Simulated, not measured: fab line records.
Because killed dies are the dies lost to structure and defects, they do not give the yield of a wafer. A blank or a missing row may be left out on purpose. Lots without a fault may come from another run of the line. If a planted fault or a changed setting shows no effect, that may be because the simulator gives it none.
One fault seen from 2 desks -- flow berkeley cmos170 -- each desk holds nothing but its own numbers, with what lay behind them at the end

## THE METROLOGY DESK
What the gauges read for every lot (on any tool): the sampled wafers with a number, averaged. A lot is out of limits, marked OUT, if its mean lies more than 4 standard deviations from the usual mean; the brackets give that distance.
Columns: A = ACTIVE_OXIDE_THK at UCB170_ACTIVE_THK_MEAS_03, usual 26.5 nm; B = ACTIVE_NITRIDE_THK at UCB170_ACTIVE_THK_MEAS_06, usual 220.7 nm; C = ACTIVE_OVL at UCB170_ACTIVE_OVL_MEAS_14, usual 1 nm
lot,first seen here,A,B,C
L590,day 4 12:26,26.2,220.1,12
L593,day 5 03:59,26.8,220.7,-1
L591,day 5 04:02,26.4,219.8,-6
L594,day 5 04:02,26.8,220.2,5
L596,day 5 17:33,26.5,223.9,3
L598,day 6 00:54,25.7,221.7,2
L601,day 6 23:47,26.9,218.3,-1
L605,day 7 05:40,25.9,221.0,9
L607,day 8 00:47,26.8,219.1,-11
L608,day 8 00:52,26.4,220.3,-2
L611,day 8 16:14,26.3,219.3,4
L610,day 8 16:17,26.4,220.7,5
L613,day 9 04:46,26.4,220.9,6
Finding of this desk: none of the 13 lots has anything out of limits.

## TOOL OWNER'S DESK, rie diel-03
The tool's own readings at UCB170_ACTIVE_ETCH_15 (etches Si3N4 in CH3F/Ar/O2, stops on SiO2, target depth 242 nm, time 151 s): means of the sampled wafers that have a number, for each lot that ran on this tool. A lot is out of limits, marked OUT, if its mean lies more than 4 standard deviations from the usual mean; the brackets give that distance.
Columns: A = drypump motor current A at UCB170_ACTIVE_ETCH_15, usual 5.4 A; B = oes product au at UCB170_ACTIVE_ETCH_15, usual 0.944 a.u.; C = throttle valve pct at UCB170_ACTIVE_ETCH_15, usual 8.04 %
lot,first seen here,A,B,C
L593,day 5 15:59,5.9,0.949,7.93
L596,day 6 00:30,5.9,0.954,7.94
L598,day 6 09:24,5.9,0.924,7.93
L601,day 7 07:17,5.6,0.889 (-4.6) OUT,8.05
This desk finds L601 out of limits, L601 being first, at day 7 07:17 (oes product au at UCB170_ACTIVE_ETCH_15). In limits: L593, L596, L598.

## BROUGHT TOGETHER
The tool owner's desk had the chance to raise an alarm at day 7 07:17 on L601.
The metrology desk saw nothing out of limits.
The metrology desk holds a record of L601, inside its limits.
On rie diel-03, each named lot ran UCB170_ACTIVE_ETCH_15.

## WHAT THE SIMULATOR HAD PUT IN
rie diel-03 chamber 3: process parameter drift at UCB170_ACTIVE_ETCH_15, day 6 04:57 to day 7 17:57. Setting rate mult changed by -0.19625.
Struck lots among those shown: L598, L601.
Hours from the fault's start to each desk's first reading out of limits: the tool owner's desk, 26.
